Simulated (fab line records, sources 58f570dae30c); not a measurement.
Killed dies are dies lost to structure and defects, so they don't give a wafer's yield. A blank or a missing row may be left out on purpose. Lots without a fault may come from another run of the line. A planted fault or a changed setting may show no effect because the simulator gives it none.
Problem report in the 8D (eight disciplines) form, filled by code | flow berkeley_cmos170 | the parts of the form that need people (team, actions taken, sign-off) are left out

1. THE PROBLEM
oes_product_au at UCB170_V2_ETCH_14 reads a mean of 0.807 a.u. on 6 wafers of 2 lots; wafers without a fault read 0.877 a.u. with a standard deviation of 0.013. That is -5.4 standard deviations from the usual mean.
The step: etches SiO2 in CHF3/CF4/Ar, stops on Al, target depth 1250 nm, time 291 s.
First seen on wafer L186.1, day 9 20:33, on rie_diel-04. The record holds 42 wafers of 14 lots with a number at this step. Rule for "out", or "out of limits": more than 4 standard deviations from the usual mean. The other wafers with a number count as sound.

2. WHAT IT IS AND WHAT IT IS NOT
question                    | is                     | is not
which readings at this step | oes_product_au         | drypump_motor_current_A, throttle_valve_pct
which lots                  | L186, L189             | L176, L177, L178, L179, L181, L185, L187, L188, L193, L195, L196, L197
which wafers of those lots  | all that have a number | -
read on which tools         | rie_diel-04            | rie_diel-01, rie_diel-03
when                        | from day 9 20:33       | up to then (21 sound wafers); but 15 sound wafers of L188, L193, L195, L196, L197 came after

3. SUSPECTS, AND WHAT RULES EACH OUT
Counting: a tool at a process step up to the reading stays a suspect if it ran every lot that is out and no sound lot after the first of them.
- plasma_asher-02 at UCB170_M2_STRIP_07 (strips in O2): ruled out as a lasting fault. Sound lots L193, L196 ran on it after its first lot that is out, L186 (day 9 16:18).
- rie_diel-04 at UCB170_V2_ETCH_14 (etches SiO2 in CHF3/CF4/Ar, stops on Al, target depth 1250 nm, time 291 s): kept. It ran every lot that is out, first L186 (day 9 20:33), and no sound lot after that; its last sound lot up to then is L185 (day 9 20:05). Its own readings are out on those wafers: oes_product_au.
Left after counting: rie_diel-04 at UCB170_V2_ETCH_14.

4. THE CAUSE (what the simulator had put in)
Process parameter drift: rie_diel-04, from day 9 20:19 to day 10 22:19, at UCB170_V2_ETCH_14. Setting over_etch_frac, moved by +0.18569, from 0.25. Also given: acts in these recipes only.
Counting left only this tool.

5. THE CHAIN OF EFFECTS, in route order
Each row: a reading whose mean over the struck wafers that have a number lies more than 3 standard deviations from the usual. Only readings for which the record gives a usual standard deviation are gone through. hours: the time from each lot's start at the first step in this table that gives one to its start at this step, as a median over the lots. sigmas: the change in usual standard deviations.
hours | step               | reading                  | usual      | on struck wafers | change | sigmas
0     | UCB170_V2_ETCH_14  | oes_product_au           | 0.877 a.u. | 0.807            | -0.070 | -5.4
0     | UCB170_V2_STRIP_15 | strip_time_to_endpoint_s | 15.27 s    | 14.17            | -1.10  | -8.5
The process steps in it:
- UCB170_V2_ETCH_14: etches SiO2 in CHF3/CF4/Ar, stops on Al, target depth 1250 nm, time 291 s.
- UCB170_V2_STRIP_15: strips in O2.

6. WHAT WOULD HAVE CAUGHT IT SOONER
In this record the first reading out of limits was taken at day 9 20:33, 0 hours after the fault began at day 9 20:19.
